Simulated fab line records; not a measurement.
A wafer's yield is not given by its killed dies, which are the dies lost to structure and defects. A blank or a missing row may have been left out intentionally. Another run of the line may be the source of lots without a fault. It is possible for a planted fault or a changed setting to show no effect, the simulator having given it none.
Lot-split experiment	flow berkeleyCmos170	5 lots, 23 wafers read, on a route of 331 steps

== ABOUT THE SPLIT ==
At UCB170_M1_EXPOSE_06 (exposes mask METAL1, target cd 700 nm), the setting doseMj was moved away from the recipe's 21 on 8 of the 23 wafers read, by -6.4% to -3.3%. This setting was run at the recipe's value on the other wafers.

== FROM THE SPLIT TO THE READING: what the file shows between them, 6 steps ==
- UCB170_M1_PEB_07
- UCB170_M1_DEVELOP_08: develop time 45 s
- UCB170_M1_CD_MEAS_09: target cd 700 nm
- UCB170_M1_ETCH_11: etches BARC in N2/H2
- UCB170_M1_METAL_ETCH_12: etches Al in Cl2/BCl3, stops on PSG, target depth 780 nm, time 130 s
- UCB170_M1_STRIP_13: strips in O2

== THE READING ==
cdNm, in nm, at UCB170_M1_CD_MEAS_90 (target cd 700 nm). On this fab line, fault-free wafers typically give 700.5 nm with a standard deviation of 2.7 nm.

wafer	tool, chamber at the split	doseMj as run	against the recipe	cdNm, nm	against lot-mates on the recipe
L075.1	krfScanner-02, 0	20.3	-3.3%	706.5	+6.5
L075.2	krfScanner-02, 0	21	recipe	700.5	-
L075.3	krfScanner-02, 0	21	recipe	701.5	-
L075.4	krfScanner-02, 0	20.3	-3.3%	702.3	+2.3
L075.6	krfScanner-02, 0	21	recipe	698.1	-
L077.1	krfScanner-01, 0	21	recipe	700.4	-
L077.2	krfScanner-01, 0	21	recipe	702.2	-
L077.3	krfScanner-01, 0	21	recipe	699.4	-
L077.5	krfScanner-01, 0	19.65	-6.4%	711.4	+10.7
L077.6	krfScanner-01, 0	19.65	-6.4%	714.3	+13.6
L080.1	krfScanner-01, 0	21	recipe	699.6	-
L080.3	krfScanner-01, 0	20.05	-4.5%	706.6	+8.6
L080.4	krfScanner-01, 0	21	recipe	697.4	-
L080.5	krfScanner-01, 0	20.05	-4.5%	708.0	+10.0
L080.6	krfScanner-01, 0	21	recipe	697.0	-
L082.1	krfScanner-02, 0	21	recipe	694.9	-
L082.2	krfScanner-02, 0	21	recipe	699.3	-
L082.5	krfScanner-02, 0	21	recipe	693.9	-
L081.1	krfScanner-02, 0	19.72	-6.1%	716.1	+13.1
L081.2	krfScanner-02, 0	19.72	-6.1%	712.6	+9.6
L081.3	krfScanner-02, 0	21	recipe	705.5	-
L081.4	krfScanner-02, 0	21	recipe	702.8	-
L081.6	krfScanner-02, 0	21	recipe	700.7	-

FIT RESULTS
A straight line over all 23 wafers: cdNm changes by -2.09 nm for each +1% of doseMj; r = -0.89; the points scatter about the line by 2.8 nm.
The same after taking each lot's own level away (the mean of its wafers on the recipe; 23 wafers): -1.87 nm for each +1%; r = -0.94; scatter 1.8 nm.
The reading moves by 12 nm for the largest change in doseMj, on that fit.
The lots' own levels span 696.03 to 703.00 nm, that is 2.6 times the standard deviation above.
Hence the slope depends on the lot-to-lot level, as the two fits are not the same.
Check: for one of the wafers moved furthest among these (-6.4%), held out of the fit, the line's prediction against its lot-mates is +12.2 nm. It came out at +10.7 nm against them.

== THE OTHER SPLITS THESE WAFERS WENT THROUGH ==
Note: prior to the reading, these wafers also went through further splits. Each is held against what the fit with the lots' levels taken away leaves over:
other split on the same wafers	wafers away from the commonest value	r with cdNm (lot level and that fit taken away)
UCB170_NLDD_EXPOSE_03 doseMj	7	+0.37
UCB170_CONTACT_EXPOSE_12 doseMj	8	-0.29

== THE WHOLE CHAIN: every reading that the file lists as answering this split, in the file's order ==
step	what it does	reading	change (the file's fit)	r (the file's)
UCB170_M1_CD_MEAS_09	target cd 700 nm	cdNm	-1.78 nm for each +1% of the setting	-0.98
UCB170_M1_ETCH_11	etches BARC in N2/H2	M1.cdNm (the simulator's own value, which no gauge read)	-1.79 nm for each +1% of the setting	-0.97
UCB170_M1_METAL_ETCH_12	etches Al in Cl2/BCl3, stops on PSG, target depth 780 nm, time 130 s	M1.cdNm (the simulator's own value, which no gauge read)	-1.87 nm for each +1% of the setting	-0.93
UCB170_M1_CD_MEAS_90	target cd 700 nm	cdNm	-1.86 nm for each +1% of the setting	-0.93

== THE FILE'S OWN FIT ==
cdNm changes by -1.86 nm for each +1% of doseMj, r = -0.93.
